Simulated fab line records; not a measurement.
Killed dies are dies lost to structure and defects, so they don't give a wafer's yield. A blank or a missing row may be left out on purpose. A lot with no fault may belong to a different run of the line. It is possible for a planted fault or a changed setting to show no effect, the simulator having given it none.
Chamber matching || flow berkeleyCmos170 || pecvd-04 running UCB170_V1_CVD_00: 3 sister chambers
The step deposits SiO2 from TEOS/O2, target thk 2000 nm, time 250 s. 14 wafers are shown with their chamber, then 7 later ones without.

## WAFERS, EACH WITH ITS CHAMBER
{"wafer": "L104.1", "chamber": 2, "heaterPowerW (W)": 369}
{"wafer": "L104.3", "chamber": 1, "heaterPowerW (W)": 295}
{"wafer": "L104.6", "chamber": 1, "heaterPowerW (W)": 210}
{"wafer": "L106.1", "chamber": 1, "heaterPowerW (W)": 223}
{"wafer": "L106.5", "chamber": 0, "heaterPowerW (W)": 358}
{"wafer": "L106.6", "chamber": 1, "heaterPowerW (W)": 289}
{"wafer": "L109.1", "chamber": 1, "heaterPowerW (W)": 213}
{"wafer": "L109.2", "chamber": 0, "heaterPowerW (W)": 333}
{"wafer": "L109.3", "chamber": 2, "heaterPowerW (W)": 295}
{"wafer": "L116.3", "chamber": 1, "heaterPowerW (W)": 211}
{"wafer": "L116.4", "chamber": 0, "heaterPowerW (W)": 281}
{"wafer": "L116.6", "chamber": 2, "heaterPowerW (W)": 395}
{"wafer": "L126.2", "chamber": 0, "heaterPowerW (W)": 335}
{"wafer": "L126.3", "chamber": 2, "heaterPowerW (W)": 334}

SIGNATURES, as means of the wafers listed above
{"reading": "heaterPowerW", "chamber 0": 326.75, "chamber 1": 240.17, "chamber 2": 348.25, "scatter within a chamber": 39.3}
Rule: a wafer lies at a distance from a chamber equal to the root of the sum of squares, over the readings, of (its reading less the chamber's mean, divided by the reading's scatter). The wafer belongs to the nearest chamber; if the next one is less than 2 further off, it can't be placed. The scatter is the square root of a quotient: the sum, over the shown wafers, of each reading's squared deviation from its chamber's mean, divided by wafers minus chambers.

## WAFERS MISSING THEIR CHAMBER
{"wafer": "L126.6", "heaterPowerW (W)": 281}
{"wafer": "L127.1", "heaterPowerW (W)": 298}
{"wafer": "L127.2", "heaterPowerW (W)": 332}
{"wafer": "L127.4", "heaterPowerW (W)": 212}
{"wafer": "L125.2", "heaterPowerW (W)": 363}
{"wafer": "L125.5", "heaterPowerW (W)": 278}
{"wafer": "L125.6", "heaterPowerW (W)": 300}

## EACH ONE'S CHAMBER
{"wafer": "L126.6", "from the rows above": "can't be placed: 1 or 0 or 2", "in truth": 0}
{"wafer": "L127.1", "from the rows above": "can't be placed: 0 or 2 or 1", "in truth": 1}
{"wafer": "L127.2", "from the rows above": "can't be placed: 0 or 2", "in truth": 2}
{"wafer": "L127.4", "from the rows above": 1, "in truth": 1}
{"wafer": "L125.2", "from the rows above": "can't be placed: 2 or 0", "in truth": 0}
{"wafer": "L125.5", "from the rows above": "can't be placed: 1 or 0 or 2", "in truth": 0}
{"wafer": "L125.6", "from the rows above": "can't be placed: 0 or 2 or 1", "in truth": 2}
Correctly placed: 1 of 7. These rows do not allow placing 6 (true chamber among the candidates in 6). Wrongly placed: 0.
